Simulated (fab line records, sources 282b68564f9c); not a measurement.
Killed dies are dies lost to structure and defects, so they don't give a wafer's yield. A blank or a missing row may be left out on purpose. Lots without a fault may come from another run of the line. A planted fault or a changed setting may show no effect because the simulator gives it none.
Which tool did it? | flow rit_cmos | 13 lots, 39 wafers sampled, at 6 steps of a route of 202

WHAT THE GAUGES READ, wafer by wafer
RIT_CONTACT_CD_MEAS_08: target cd 1000 nm. Usual: cd_nm 1000.6 nm, standard deviation 2.3.
lot  | measured    | on        | cd_nm (nm)           | flag
L411 | day 3 05:23 | cd_sem-01 | 1000.9 1000.4 999.9  |
L412 | day 3 07:58 | cd_sem-01 | 998.3 999.2 995.7    |
L413 | day 3 15:14 | cd_sem-01 | 1002.4 1001.9 1002.3 |
L415 | day 4 01:44 | cd_sem-01 | 1004.6 1002.3 1001.8 |
L417 | day 4 08:50 | cd_sem-01 | 998.8 999.0 1000.9   |
L419 | day 4 19:20 | cd_sem-02 | 1001.3 1002.2 1003.0 |
L420 | day 5 01:20 | cd_sem-01 | 997.6 1001.8 998.9   |
L421 | day 5 05:56 | cd_sem-02 | 1001.0 1001.5 1000.3 |
L422 | day 5 10:13 | cd_sem-02 | 999.4 998.7 999.8    |
L423 | day 5 15:39 | cd_sem-01 | 994.8 999.0 992.5    |
L428 | day 6 17:05 | cd_sem-02 | 1003.1 1002.8 1001.3 |
L432 | day 7 14:34 | cd_sem-02 | 1000.2 1003.5 1001.6 |
L434 | day 8 04:12 | cd_sem-02 | 997.7 995.2 997.5    |

RIT_CONTACT_OVL_MEAS_09. Usual: CONTACT_OVL 0.2 nm, standard deviation 1.4.
lot  | measured    | on         | CONTACT_OVL (nm) | flag
L411 | day 3 05:30 | overlay-02 | -0.8 -0.7 -0.3   |
L412 | day 3 08:05 | overlay-01 | 0.8 0.6 -0.6     |
L413 | day 3 15:22 | overlay-02 | -1.9 0.4 -2.0    |
L415 | day 4 01:52 | overlay-02 | 1.0 0.5 -1.4     |
L417 | day 4 08:58 | overlay-01 | -0.7 -0.8 -1.2   |
L419 | day 4 19:28 | overlay-01 | 1.6 2.1 3.7      |
L420 | day 5 01:27 | overlay-02 | 0.6 1.1 1.5      |
L421 | day 5 06:04 | overlay-02 | 1.2 1.4 2.0      |
L422 | day 5 10:20 | overlay-01 | 2.2 1.4 -0.3     |
L423 | day 5 15:46 | overlay-01 | -0.6 0.2 0.4     |
L428 | day 6 17:11 | overlay-02 | 0.2 0.3 1.3      |
L432 | day 7 14:40 | overlay-01 | -0.9 -0.7 -1.2   |
L434 | day 8 04:17 | overlay-01 | 2.8 2.9 3.7      |

RIT_M1_RS_MEAS_01: measures by four-point-probe. Usual: M1_AL_RS 0.0733 ohm/sq, standard deviation 0.00076.
lot  | measured    | on            | M1_AL_RS (ohm/sq)                         | flag
L411 | day 3 06:49 | film_metro-02 | 0.0740 0.0741 0.0751                      |
L412 | day 3 09:25 | film_metro-03 | 0.0727 0.0732 0.0727                      |
L413 | day 3 16:42 | film_metro-02 | 0.0739 0.0730 0.0739                      |
L415 | day 4 03:11 | film_metro-02 | 0.0717 0.0722 0.0722                      |
L417 | day 4 10:17 | film_metro-03 | 0.0724 0.0731 0.0728                      |
L419 | day 4 20:47 | film_metro-04 | 0.0531 0.0533 0.0534 0.0533 0.0535 0.0534 | OFF
L420 | day 5 02:46 | film_metro-03 | 0.0726 0.0735 0.0731                      |
L421 | day 5 07:23 | film_metro-02 | 0.0527 0.0529 0.0529 0.0526 0.0530 0.0528 | OFF
L422 | day 5 11:58 | film_metro-04 | 0.0740 0.0740 0.0738                      |
L423 | day 5 17:07 | film_metro-04 | 0.0533 0.0534 0.0530 0.0535 0.0534 0.0531 | OFF
L428 | day 6 18:31 | film_metro-03 | 0.0727 0.0730 0.0727                      |
L432 | day 7 16:01 | film_metro-03 | 0.0733 0.0743 0.0741                      |
L434 | day 8 05:38 | film_metro-04 | 0.0740 0.0734 0.0739                      |

RIT_M1_THK_MEAS_02: measures by xrf. Usual: M1_AL_THK 405 nm, standard deviation 4.4.
lot  | measured    | on            | M1_AL_THK (nm)          | flag
L411 | day 3 06:56 | film_metro-02 | 401 401 397             |
L412 | day 3 09:31 | film_metro-03 | 404 403 406             |
L413 | day 3 16:49 | film_metro-02 | 400 404 404             |
L415 | day 4 03:18 | film_metro-02 | 412 413 408             |
L417 | day 4 10:24 | film_metro-03 | 410 407 407             |
L419 | day 5 03:39 | film_metro-04 | 555 551 554 555 551 553 | OFF
L420 | day 5 02:53 | film_metro-03 | 410 401 407             |
L421 | day 5 10:54 | film_metro-02 | 560 559 558 560 555 559 | OFF
L422 | day 5 12:05 | film_metro-04 | 401 401 402             |
L423 | day 6 00:09 | film_metro-04 | 549 550 553 551 551 554 | OFF
L428 | day 6 18:38 | film_metro-03 | 405 405 409             |
L432 | day 7 16:08 | film_metro-03 | 404 401 399             |
L434 | day 8 05:44 | film_metro-04 | 400 406 399             |

RIT_M1_CD_MEAS_09: target cd 2600 nm. Usual: cd_nm 2600.3 nm, standard deviation 2.4.
lot  | measured    | on        | cd_nm (nm)           | flag
L411 | day 3 08:00 | cd_sem-02 | 2598.5 2597.2 2598.6 |
L412 | day 3 10:45 | cd_sem-02 | 2603.0 2600.4 2600.1 |
L413 | day 3 17:53 | cd_sem-01 | 2601.3 2600.3 2599.9 |
L415 | day 4 04:18 | cd_sem-02 | 2601.8 2599.6 2600.4 |
L417 | day 4 11:20 | cd_sem-01 | 2598.0 2601.7 2599.8 |
L419 | day 5 09:44 | cd_sem-01 | 2600.7 2602.9 2601.7 |
L420 | day 5 03:50 | cd_sem-01 | 2597.7 2599.2 2601.4 |
L421 | day 5 13:34 | cd_sem-02 | 2598.9 2599.6 2600.0 |
L422 | day 5 13:01 | cd_sem-02 | 2598.7 2598.8 2596.1 |
L423 | day 6 06:37 | cd_sem-02 | 2598.0 2600.2 2596.7 |
L428 | day 6 19:35 | cd_sem-02 | 2605.8 2605.1 2608.3 |
L432 | day 7 17:05 | cd_sem-02 | 2599.6 2600.2 2599.0 |
L434 | day 8 06:57 | cd_sem-01 | 2599.7 2602.1 2600.9 |

WHICH TOOL RAN EACH LOT (tool, then ch and the chambers of the sampled wafers, then the start)
lot  | RIT_M1_SPUTTER_00
L411 | pvd_sputter-02, day 3 06:31
L412 | pvd_sputter-04, day 3 09:06
L413 | pvd_sputter-03, day 3 16:24
L415 | pvd_sputter-03, day 4 02:53
L417 | pvd_sputter-03, day 4 09:59
L419 | pvd_sputter-03, day 4 20:29
L420 | pvd_sputter-02, day 5 02:28
L421 | pvd_sputter-03, day 5 07:05
L422 | pvd_sputter-02, day 5 11:40
L423 | pvd_sputter-03, day 5 16:49
L428 | pvd_sputter-02, day 6 18:13
L432 | pvd_sputter-02, day 7 15:43
L434 | pvd_sputter-02, day 8 05:18
- RIT_M1_SPUTTER_00: material Al, target thk 400 nm, time 500 s.

WHAT THE TOOLS THEMSELVES READ (means of the sampled wafers that have a number; where no wafer has one, the mark that the record gives instead)
RIT_M1_SPUTTER_00. Usual: throttle_valve_pct 30.7 %, standard deviation 0.91.
lot  | tool           | throttle_valve_pct (%) | flag
L411 | pvd_sputter-02 | 30.8                   |
L412 | pvd_sputter-04 | 29.6                   |
L413 | pvd_sputter-03 | 30.4                   |
L415 | pvd_sputter-03 | 31.7                   |
L417 | pvd_sputter-03 | 30.4                   |
L419 | pvd_sputter-03 | 31.7                   |
L420 | pvd_sputter-02 | 30.9                   |
L421 | pvd_sputter-03 | 30.2                   |
L422 | pvd_sputter-02 | 30.7                   |
L423 | pvd_sputter-03 | 31.0                   |
L428 | pvd_sputter-02 | 31.4                   |
L432 | pvd_sputter-02 | 31.2                   |
L434 | pvd_sputter-02 | 31.2                   |

THE ANSWER, worked out from the rows above alone
Rule: a lot is off if the mean of its wafers that have a number lies more than 3 standard deviations from the usual mean. A lot without any number at a reading at which 4 lots or more have one is off too. The other lots that the step has rows for count as sound. The gauges are gone through in route order, then the tools' own readings, and for those a lot's mean is taken as printed above. The first step at which some lot is off is used, and at that step the reading that is off furthest; a lot without a number counts as furthest.
Off: L419, L421, L423, at RIT_M1_RS_MEAS_01 (M1_AL_RS).
A tool fits if, at a process step before that reading, it ran every lot that is off, and no sound lot after the first of them. The gauges at RIT_M1_RS_MEAS_01 are tried like those tools. One fits: pvd_sputter-03 at RIT_M1_SPUTTER_00. Its last sound lot is L417 (day 4 09:59), its first lot that is off L419 (day 4 20:29): a fault that began between those two fits.

WHAT THE SIMULATOR HAD PUT IN
Process parameter drift: pvd_sputter-03, from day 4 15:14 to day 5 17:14, at RIT_M1_SPUTTER_00. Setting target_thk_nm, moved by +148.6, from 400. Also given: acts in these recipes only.
Lots struck among those shown: L419, L421, L423. The rule above found the same.
